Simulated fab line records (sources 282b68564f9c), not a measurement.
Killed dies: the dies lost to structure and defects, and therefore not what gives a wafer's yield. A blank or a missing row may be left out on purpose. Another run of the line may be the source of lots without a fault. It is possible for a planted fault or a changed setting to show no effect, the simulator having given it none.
Which tool did it? + flow ritCmos + Sampling: 14 lots, 42 wafers, 5 of 202 route steps

WHAT THE GAUGES SHOWED, per wafer
RIT_WELLDRIVE_RS_MEAS_02: measurement is done with a four-point probe.
| lot  | measured    | on           | PWELL_RS (ohm/sq) |
|------|-------------|--------------|-------------------|
| L584 | day 2 05:32 | filmMetro-04 | 426.3 425.1 426.9 |
| L585 | day 2 11:41 | filmMetro-03 | 424.9 425.6 425.4 |
| L587 | day 2 21:16 | filmMetro-03 | 425.4 426.3 424.8 |
| L588 | day 3 02:22 | filmMetro-03 | 427.6 426.2 426.6 |
| L590 | day 3 13:32 | filmMetro-03 | 425.3 425.5 425.7 |
| L591 | day 3 20:31 | filmMetro-04 | 428.0 427.6 428.0 |
| L593 | day 4 02:50 | filmMetro-03 | 425.3 426.0 425.8 |
| L594 | day 4 09:12 | filmMetro-03 | 424.1 424.3 423.8 |
| L596 | day 4 18:55 | filmMetro-02 | 426.3 425.3 427.1 |
| L602 | day 5 22:47 | filmMetro-02 | 459.2 458.8 458.6 |
| L604 | day 6 13:11 | filmMetro-02 | 458.9 459.6 461.0 |
| L605 | day 6 15:12 | filmMetro-03 | 424.7 425.7 426.6 |
| L606 | day 6 19:22 | filmMetro-02 | 427.3 428.0 425.9 |
| L607 | day 7 02:46 | filmMetro-03 | 424.0 423.1 424.8 |

RIT_GATE_CD_MEAS_16 targets a cd of 150 nm.
| lot  | measured    | on       | cdNm (nm)         |
|------|-------------|----------|-------------------|
| L584 | day 2 13:26 | cdSem-01 | 150.7 151.2 151.7 |
| L585 | day 2 21:33 | cdSem-02 | 149.0 148.2 149.8 |
| L587 | day 3 10:20 | cdSem-01 | 152.5 154.3 153.4 |
| L588 | day 3 14:46 | cdSem-01 | 148.3 147.1 147.9 |
| L590 | day 3 23:37 | cdSem-01 | 150.7 150.8 149.8 |
| L591 | day 4 08:08 | cdSem-02 | 147.3 147.9 148.9 |
| L593 | day 4 11:04 | cdSem-01 | 151.9 151.5 149.8 |
| L594 | day 4 20:24 | cdSem-01 | 154.0 154.7 152.7 |
| L596 | day 5 06:40 | cdSem-02 | 151.5 150.1 152.3 |
| L602 | day 6 06:59 | cdSem-01 | 153.4 152.3 152.2 |
| L604 | day 6 21:04 | cdSem-01 | 144.0 145.5 144.3 |
| L605 | day 6 23:32 | cdSem-02 | 154.4 151.5 151.9 |
| L606 | day 7 03:47 | cdSem-01 | 148.7 148.7 149.5 |
| L607 | day 7 12:03 | cdSem-02 | 151.1 151.3 151.2 |

RIT_SPACER_THK_MEAS_04.
| lot  | measured    | on           | SPACER_NITRIDE_THK (nm) |
|------|-------------|--------------|-------------------------|
| L584 | day 2 22:32 | filmMetro-02 | 247.4 246.1 248.2       |
| L585 | day 3 06:47 | filmMetro-02 | 247.3 249.8 248.0       |
| L587 | day 3 20:03 | filmMetro-02 | 254.2 253.7 254.2       |
| L588 | day 3 23:43 | filmMetro-02 | 251.6 252.0 252.1       |
| L590 | day 4 12:20 | filmMetro-01 | 254.8 254.5 256.9       |
| L591 | day 4 17:11 | filmMetro-01 | 250.4 251.9 252.5       |
| L593 | day 4 21:17 | filmMetro-03 | 248.8 251.7 249.6       |
| L594 | day 5 05:38 | filmMetro-03 | 247.7 248.7 249.6       |
| L596 | day 5 15:50 | filmMetro-02 | 255.0 253.9 253.8       |
| L602 | day 6 17:27 | filmMetro-03 | 247.9 250.1 249.9       |
| L604 | day 7 06:05 | filmMetro-03 | 250.6 248.6 249.7       |
| L605 | day 7 08:39 | filmMetro-03 | 247.8 248.9 248.0       |
| L606 | day 7 14:02 | filmMetro-02 | 250.1 249.6 249.9       |
| L607 | day 7 21:19 | filmMetro-03 | 249.8 248.8 249.5       |

TOOL THAT RAN EACH LOT (tool first, then ch and the chambers of the sampled wafers, then the start)
| lot  | RIT_PWELL_IMPLANT_08           | RIT_NLDD_STRIP_09                  |
|------|--------------------------------|------------------------------------|
| L584 | implanter-04 ch 0, day 1 23:44 | plasmaAsher-01 ch 0,1, day 2 18:34 |
| L585 | implanter-04 ch 0, day 2 04:34 | plasmaAsher-04 ch 0,1, day 3 02:41 |
| L587 | implanter-04 ch 0, day 2 14:43 | plasmaAsher-01 ch 0,1, day 3 16:02 |
| L588 | implanter-03 ch 0, day 2 19:59 | plasmaAsher-03 ch 0,1, day 3 19:49 |
| L590 | implanter-03 ch 0, day 3 06:33 | plasmaAsher-04 ch 0,1, day 4 06:27 |
| L591 | implanter-01 ch 0, day 3 14:55 | plasmaAsher-03 ch 0,1, day 4 13:07 |
| L593 | implanter-04 ch 0, day 3 20:51 | plasmaAsher-01 ch 0,1, day 4 16:52 |
| L594 | implanter-01 ch 0, day 4 02:07 | plasmaAsher-01 ch 0,1, day 5 01:23 |
| L596 | implanter-03 ch 0, day 4 12:25 | plasmaAsher-04 ch 0,1, day 5 11:48 |
| L602 | implanter-04 ch 0, day 5 17:06 | plasmaAsher-01 ch 0,1, day 6 13:30 |
| L604 | implanter-04 ch 0, day 6 06:24 | plasmaAsher-04 ch 0,1, day 7 02:08 |
| L605 | implanter-03 ch 0, day 6 09:37 | plasmaAsher-03 ch 0,1, day 7 04:37 |
| L606 | implanter-03 ch 0, day 6 13:20 | plasmaAsher-03 ch 0,1, day 7 09:57 |
| L607 | implanter-03 ch 0, day 6 20:53 | plasmaAsher-03 ch 0,1, day 7 17:18 |
- RIT_PWELL_IMPLANT_08
- RIT_NLDD_STRIP_09: strips in O2, time 180 s.

AS READ BY THE TOOLS THEMSELVES (means over the sampled wafers that have a number; for cases with no such wafer, the mark the record gives instead)
RIT_PWELL_IMPLANT_08.
| lot  | tool         | beamOnS (s) | tiltDeg (degrees) |
|------|--------------|-------------|-------------------|
| L584 | implanter-04 | 10.07       | 7.027             |
| L585 | implanter-04 | 9.89        | 6.966             |
| L587 | implanter-04 | 9.96        | 7.007             |
| L588 | implanter-03 | 9.97        | 6.983             |
| L590 | implanter-03 | 9.80        | 6.980             |
| L591 | implanter-01 | 9.82        | 7.021             |
| L593 | implanter-04 | 10.17       | 7.016             |
| L594 | implanter-01 | 10.08       | 6.994             |
| L596 | implanter-03 | 10.14       | 7.017             |
| L602 | implanter-04 | 9.81        | 6.993             |
| L604 | implanter-04 | 10.07       | 7.005             |
| L605 | implanter-03 | 10.03       | 6.983             |
| L606 | implanter-03 | 10.05       | 6.997             |
| L607 | implanter-03 | 10.08       | 6.954             |

RIT_NLDD_STRIP_09.
| lot  | tool           | drypumpMotorCurrentA (A) |
|------|----------------|--------------------------|
| L584 | plasmaAsher-01 | 5.4                      |
| L585 | plasmaAsher-04 | 5.8                      |
| L587 | plasmaAsher-01 | 5.9                      |
| L588 | plasmaAsher-03 | 5.4                      |
| L590 | plasmaAsher-04 | 5.8                      |
| L591 | plasmaAsher-03 | 5.4                      |
| L593 | plasmaAsher-01 | 5.9                      |
| L594 | plasmaAsher-01 | 5.4                      |
| L596 | plasmaAsher-04 | 5.8                      |
| L602 | plasmaAsher-01 | 5.9                      |
| L604 | plasmaAsher-04 | 5.8                      |
| L605 | plasmaAsher-03 | 5.4                      |
| L606 | plasmaAsher-03 | 5.4                      |
| L607 | plasmaAsher-03 | 5.5                      |

THE ANSWER, worked out from the rows above alone
Rule: what is usual is taken from the lots themselves. Put in order of their means at a reading, lots are off if they are a third of the lots or fewer, leave a main group of 4 or more, and stand apart from it by a gap of 3 or more times the standard deviation of the main group's means; of several such gaps the widest counts. A main group whose means are all the same, to the digits that the tables above print for the reading, isn't used. A lot without any number at a reading at which 4 lots or more have one is off too. Any other lot the step has rows for is counted as sound. After the gauges, taken in route order, come the tools' own readings; for these a lot's mean is taken, as printed above. The first step at which some lot is off is used, and at that step the reading that is off furthest; a lot without a number counts as furthest.
Off: at RIT_WELLDRIVE_RS_MEAS_02 (PWELL_RS), L602, L604. For the main group the mean is 425.8 ohm/sq and the standard deviation 1.1.
If a tool, at a process step before that reading, ran all the lots that are off and no sound lot after the first of them, it fits. Gauges at RIT_WELLDRIVE_RS_MEAS_02: tried the same way as those tools. One fits: RIT_PWELL_IMPLANT_08 on implanter-04. Its last sound lot is L593 (day 3 20:51), its first lot that is off L602 (day 5 17:06): a fault that began between those two fits.

WHAT HAD BEEN PUT IN BY THE SIMULATOR
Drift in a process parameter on implanter-04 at RIT_PWELL_IMPLANT_08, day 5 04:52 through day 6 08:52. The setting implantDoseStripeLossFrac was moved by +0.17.
Lots struck among those shown: L602, L604. This agrees with what the rule above found.
